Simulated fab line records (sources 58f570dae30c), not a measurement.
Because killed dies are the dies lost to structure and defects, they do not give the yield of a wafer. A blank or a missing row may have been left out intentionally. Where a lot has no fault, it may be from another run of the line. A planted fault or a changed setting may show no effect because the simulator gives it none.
Split-lot experiment :: flow berkeley-cmos170 :: 23 wafers read across 5 lots, on a route 331 steps long

## THE SPLIT
At UCB170_PLDD_IMPLANT_08, the setting energy-kev was moved away from the recipe's 10 on 5 of the 23 wafers read, by -2.3% to +3.6%. This setting was run at the recipe's value on the other wafers.

Reading taken at the split's own step.

## THE READING
implant.drp-nm (the simulator's own value, which no gauge read), in nm, at UCB170_PLDD_IMPLANT_08. No usual value for it is given in the file.

wafer: L078.1
tool, chamber at the split: implanter-01, 0
energy-kev as run: 10
against the recipe: recipe
implant.drp-nm, nm: 6.005
against lot-mates on the recipe: -

wafer: L078.2
tool, chamber at the split: implanter-01, 0
energy-kev as run: 10
against the recipe: recipe
implant.drp-nm, nm: 6.005
against lot-mates on the recipe: -

wafer: L078.3
tool, chamber at the split: implanter-01, 0
energy-kev as run: 10
against the recipe: recipe
implant.drp-nm, nm: 6.005
against lot-mates on the recipe: -

wafer: L078.5
tool, chamber at the split: implanter-01, 0
energy-kev as run: 10
against the recipe: recipe
implant.drp-nm, nm: 6.005
against lot-mates on the recipe: -

wafer: L078.6
tool, chamber at the split: implanter-01, 0
energy-kev as run: 10
against the recipe: recipe
implant.drp-nm, nm: 6.005
against lot-mates on the recipe: -

wafer: L080.1
tool, chamber at the split: implanter-04, 0
energy-kev as run: 10.36
against the recipe: +3.6%
implant.drp-nm, nm: 6.154
against lot-mates on the recipe: +0.149

wafer: L080.6
tool, chamber at the split: implanter-04, 0
energy-kev as run: 10.36
against the recipe: +3.6%
implant.drp-nm, nm: 6.154
against lot-mates on the recipe: +0.149

wafer: L080.2
tool, chamber at the split: implanter-04, 0
energy-kev as run: 10
against the recipe: recipe
implant.drp-nm, nm: 6.005
against lot-mates on the recipe: -

wafer: L080.3
tool, chamber at the split: implanter-04, 0
energy-kev as run: 10
against the recipe: recipe
implant.drp-nm, nm: 6.005
against lot-mates on the recipe: -

wafer: L080.4
tool, chamber at the split: implanter-04, 0
energy-kev as run: 10
against the recipe: recipe
implant.drp-nm, nm: 6.005
against lot-mates on the recipe: -

wafer: L076.1
tool, chamber at the split: implanter-01, 0
energy-kev as run: 9.772
against the recipe: -2.3%
implant.drp-nm, nm: 5.909
against lot-mates on the recipe: -0.096

wafer: L076.3
tool, chamber at the split: implanter-01, 0
energy-kev as run: 9.772
against the recipe: -2.3%
implant.drp-nm, nm: 5.909
against lot-mates on the recipe: -0.096

wafer: L076.4
tool, chamber at the split: implanter-01, 0
energy-kev as run: 9.772
against the recipe: -2.3%
implant.drp-nm, nm: 5.909
against lot-mates on the recipe: -0.096

wafer: L076.2
tool, chamber at the split: implanter-01, 0
energy-kev as run: 10
against the recipe: recipe
implant.drp-nm, nm: 6.005
against lot-mates on the recipe: -

wafer: L076.6
tool, chamber at the split: implanter-01, 0
energy-kev as run: 10
against the recipe: recipe
implant.drp-nm, nm: 6.005
against lot-mates on the recipe: -

wafer: L085.1
tool, chamber at the split: implanter-01, 0
energy-kev as run: 10
against the recipe: recipe
implant.drp-nm, nm: 6.005
against lot-mates on the recipe: -

wafer: L085.2
tool, chamber at the split: implanter-01, 0
energy-kev as run: 10
against the recipe: recipe
implant.drp-nm, nm: 6.005
against lot-mates on the recipe: -

wafer: L085.6
tool, chamber at the split: implanter-01, 0
energy-kev as run: 10
against the recipe: recipe
implant.drp-nm, nm: 6.005
against lot-mates on the recipe: -

wafer: L084.1
tool, chamber at the split: implanter-01, 0
energy-kev as run: 10
against the recipe: recipe
implant.drp-nm, nm: 6.005
against lot-mates on the recipe: -

wafer: L084.2
tool, chamber at the split: implanter-01, 0
energy-kev as run: 10
against the recipe: recipe
implant.drp-nm, nm: 6.005
against lot-mates on the recipe: -

wafer: L084.3
tool, chamber at the split: implanter-01, 0
energy-kev as run: 10
against the recipe: recipe
implant.drp-nm, nm: 6.005
against lot-mates on the recipe: -

wafer: L084.4
tool, chamber at the split: implanter-01, 0
energy-kev as run: 10
against the recipe: recipe
implant.drp-nm, nm: 6.005
against lot-mates on the recipe: -

wafer: L084.6
tool, chamber at the split: implanter-01, 0
energy-kev as run: 10
against the recipe: recipe
implant.drp-nm, nm: 6.005
against lot-mates on the recipe: -

FIT RESULTS
A straight line over all 23 wafers: implant.drp-nm changes by +0.0417 nm for each +1% of energy-kev; r = +1.00; the points scatter about the line by 0.00043 nm.
The same after taking each lot's own level away (the mean of its wafers on the recipe; 23 wafers): +0.0417 nm for each +1%; r = +1.00; scatter 0.00043 nm.
That fit puts the effect of the largest move of energy-kev on the reading at 0.15 nm.
The lots' own levels span 6.0050 to 6.0050 nm.
Hence the lot-to-lot level has little effect on the slope; both slopes agree.
Check: for one of the wafers moved furthest among these (+3.6%), held out of the fit, the line's prediction against its lot-mates is +0.15 nm. It came out at +0.149 nm against them.

## THE OTHER SPLITS THESE WAFERS WENT THROUGH
Other splits were also applied to these wafers ahead of the reading. Each is held against what the fit with the lots' levels taken away leaves over:
other split on the same wafers: UCB170_START_OXIDATION_02 ox-time-s
wafers away from the commonest value: 15
r with implant.drp-nm (lot level and that fit taken away): -0.12

other split on the same wafers: UCB170_NWELL_CVD_04 temp-c
wafers away from the commonest value: 10
r with implant.drp-nm (lot level and that fit taken away): -0.42

other split on the same wafers: UCB170_WELLDRIVE_OXIDATION_01 temp-c
wafers away from the commonest value: 15
r with implant.drp-nm (lot level and that fit taken away): +0.36

other split on the same wafers: UCB170_ACTIVE_COAT_08 spin-rpm
wafers away from the commonest value: 6
r with implant.drp-nm (lot level and that fit taken away): -0.28

other split on the same wafers: UCB170_ACTIVE_DEVELOP_12 develop-time-s
wafers away from the commonest value: 6
r with implant.drp-nm (lot level and that fit taken away): -0.16

other split on the same wafers: UCB170_PFIELD_IMPLANT_07 energy-kev
wafers away from the commonest value: 5
r with implant.drp-nm (lot level and that fit taken away): +0.44

other split on the same wafers: UCB170_SCREENOX_OXIDATION_01 temp-c
wafers away from the commonest value: 15
r with implant.drp-nm (lot level and that fit taken away): +0.56

other split on the same wafers: UCB170_PVT_COAT_01 spin-rpm
wafers away from the commonest value: 4
r with implant.drp-nm (lot level and that fit taken away): -0.02

other split on the same wafers: UCB170_PVT_IMPLANT_07 dose-cm2
wafers away from the commonest value: 11
r with implant.drp-nm (lot level and that fit taken away): +0.28

## THE WHOLE CHAIN: every reading that the file lists as answering this split, in the file's order
step: UCB170_PLDD_IMPLANT_08
what it does: 
reading: implant.rp-nm (the simulator's own value, which no gauge read)
change (the file's fit): +0.0772 nm for each +1% of the setting
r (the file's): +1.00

step: UCB170_PLDD_IMPLANT_08
what it does: 
reading: implant.drp-nm (the simulator's own value, which no gauge read)
change (the file's fit): +0.0415 nm for each +1% of the setting
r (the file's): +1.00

## THE FILE'S OWN FIT
implant.drp-nm changes by +0.0415 nm for each +1% of energy-kev, r = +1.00.
